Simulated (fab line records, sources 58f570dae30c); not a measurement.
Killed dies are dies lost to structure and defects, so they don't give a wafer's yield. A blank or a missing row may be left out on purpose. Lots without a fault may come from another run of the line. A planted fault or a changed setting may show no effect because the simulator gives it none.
Tool commonality check | flow berkeley_cmos170 | 14 lots, 42 wafers sampled

WHY IT WAS OPENED
At UCB170_GATE_THK_MEAS_02 the reading GATE_OXIDE_THK is flagged on 2 of 14 lots. Wafers without a fault read 6.52 nm, standard deviation 0.13.
Rule: a lot is flagged when every wafer of it that has a number lies more than 4 standard deviations from that mean, or none has a number. The other lots count as sound.

lot  | measured     | on            | GATE_OXIDE_THK (nm), wafer by wafer | flag
L938 | day 5 15:19  | film_metro-03 | 6.58 6.54 6.61                      |
L939 | day 6 04:26  | film_metro-03 | 6.37 6.44 6.40                      |
L942 | day 6 13:40  | film_metro-03 | 6.46 6.43 6.32                      |
L941 | day 6 13:41  | film_metro-04 | 6.63 6.60 6.72                      |
L943 | day 6 23:16  | film_metro-04 | 5.67 5.60 5.77                      | FLAGGED
L944 | day 6 23:16  | film_metro-02 | 5.41 5.49 5.50                      | FLAGGED
L947 | day 7 13:55  | film_metro-04 | 6.61 6.67 6.52                      |
L946 | day 7 13:55  | film_metro-02 | 6.44 6.28 6.43                      |
L955 | day 9 04:27  | film_metro-04 | 6.53 6.47 6.41                      |
L953 | day 9 04:29  | film_metro-04 | 6.63 6.60 6.62                      |
L954 | day 9 04:34  | film_metro-04 | 6.33 6.28 6.33                      |
L956 | day 9 11:41  | film_metro-04 | 6.55 6.42 6.37                      |
L957 | day 9 11:41  | film_metro-02 | 6.39 6.43 6.46                      |
L960 | day 10 13:15 | film_metro-02 | 6.53 6.63 6.63                      |
The numbers of the flagged lots are 5.57 nm on average: -0.95 nm against the usual, or -7 standard deviations.

WHICH TOOL RAN EACH LOT
The record holds 3 process steps before the reading, out of a route of 331 steps. In each cell: the tool, then ch and the chambers that the sampled wafers went through, then the start.
lot  | flag    | UCB170_ACTIVE_ETCH_15             | UCB170_ACTIVE_STRIP_16              | UCB170_GATE_OXIDATION_01
L938 |         | rie_diel-02 ch 0,1, day 4 03:38   | plasma_asher-04 ch 0,1, day 4 03:44 | furnace-02 ch 0, day 5 13:49
L939 |         | rie_diel-01 ch 1,2, day 4 12:55   | plasma_asher-03 ch 0,1, day 4 13:01 | furnace-02 ch 0, day 6 02:56
L942 |         | rie_diel-02 ch 0,2,3, day 4 21:38 | plasma_asher-02 ch 0,1, day 4 21:44 | furnace-01 ch 0, day 6 12:10
L941 |         | rie_diel-01 ch 0,2,3, day 4 21:23 | plasma_asher-02 ch 0,1, day 4 21:31 | furnace-01 ch 0, day 6 12:10
L943 | FLAGGED | rie_diel-01 ch 0,2,3, day 5 12:10 | plasma_asher-04 ch 0,1, day 5 12:16 | furnace-01 ch 0, day 6 21:46
L944 | FLAGGED | rie_diel-04 ch 0,3, day 5 12:24   | plasma_asher-03 ch 0,1, day 5 12:30 | furnace-01 ch 0, day 6 21:46
L947 |         | rie_diel-04 ch 0,1,2, day 6 02:50 | plasma_asher-02 ch 0,1, day 6 02:56 | furnace-04 ch 0, day 7 12:25
L946 |         | rie_diel-01 ch 0,2, day 6 02:59   | plasma_asher-04 ch 0, day 6 03:05   | furnace-04 ch 0, day 7 12:25
L955 |         | rie_diel-02 ch 0,2, day 7 13:58   | plasma_asher-02 ch 0,1, day 7 14:06 | furnace-02 ch 0, day 9 02:56
L953 |         | rie_diel-04 ch 1,3, day 7 14:10   | plasma_asher-03 ch 1, day 7 14:16   | furnace-02 ch 0, day 9 02:56
L954 |         | rie_diel-01 ch 0,1,3, day 7 13:41 | plasma_asher-04 ch 0,1, day 7 13:49 | furnace-02 ch 0, day 9 02:56
L956 |         | rie_diel-04 ch 0,1,3, day 8 00:44 | plasma_asher-03 ch 0,1, day 8 00:50 | furnace-02 ch 0, day 9 10:11
L957 |         | rie_diel-02 ch 0,3, day 8 01:02   | plasma_asher-04 ch 0,1, day 8 01:11 | furnace-02 ch 0, day 9 10:11
L960 |         | rie_diel-04 ch 0,2,3, day 8 22:04 | plasma_asher-04 ch 0,1, day 8 22:10 | furnace-02 ch 0, day 10 11:44
What these steps do:
- UCB170_ACTIVE_ETCH_15: etches Si3N4 in CH3F/Ar/O2, stops on SiO2, target depth 242 nm, time 151 s.
- UCB170_ACTIVE_STRIP_16: strips in O2.
- UCB170_GATE_OXIDATION_01: target thk 6.6 nm, ox time 1800 s.
- UCB170_GATE_THK_MEAS_02

FLAGGED OVER TOTAL, TOOL BY TOOL (the gauges that took the reading come last)
step                     | tool            | lots run | flagged | share of the flagged lots | sound lots run after its first flagged lot
UCB170_ACTIVE_ETCH_15    | rie_diel-01     | 5        | 1       | some                      | 2 (L946,L954)
UCB170_ACTIVE_ETCH_15    | rie_diel-02     | 4        | 0       | none                      | -
UCB170_ACTIVE_ETCH_15    | rie_diel-04     | 5        | 1       | some                      | 4 (L947,L953,L956,L960)
UCB170_ACTIVE_STRIP_16   | plasma_asher-02 | 4        | 0       | none                      | -
UCB170_ACTIVE_STRIP_16   | plasma_asher-03 | 4        | 1       | some                      | 2 (L953,L956)
UCB170_ACTIVE_STRIP_16   | plasma_asher-04 | 6        | 1       | some                      | 4 (L946,L954,L957,L960)
UCB170_GATE_OXIDATION_01 | furnace-01      | 4        | 2       | all                       | 0
UCB170_GATE_OXIDATION_01 | furnace-02      | 8        | 0       | none                      | -
UCB170_GATE_OXIDATION_01 | furnace-04      | 2        | 0       | none                      | -
UCB170_GATE_THK_MEAS_02  | film_metro-02   | 4        | 1       | some                      | 3 (L946,L957,L960)
UCB170_GATE_THK_MEAS_02  | film_metro-03   | 3        | 0       | none                      | -
UCB170_GATE_THK_MEAS_02  | film_metro-04   | 7        | 1       | some                      | 5 (L947,L955,L953,L954,L956)

WHAT THE TABLE ALLOWS
1 row of the table ran every flagged lot: furnace-01 at UCB170_GATE_OXIDATION_01.
- furnace-01 at UCB170_GATE_OXIDATION_01: 2 of its 4 lots flagged. Its last sound lot is L941 (day 6 12:10), its first flagged lot L943 (day 6 21:46): a fault that began between those two fits. Its own readings lie more than 4 standard deviations out on every wafer of the flagged lots: spike_tc_centre_C, spike_tc_load_C, tube_center_temp_C, tube_center_temp_C_max.
One tool is left: furnace-01 at UCB170_GATE_OXIDATION_01.

WHAT THE SIMULATOR HAD PUT IN
Process parameter drift: furnace-01, from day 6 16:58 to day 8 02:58, at UCB170_GATE_OXIDATION_01. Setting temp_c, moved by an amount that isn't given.
Lots struck among those shown: L943, L944. The rule above found the same.
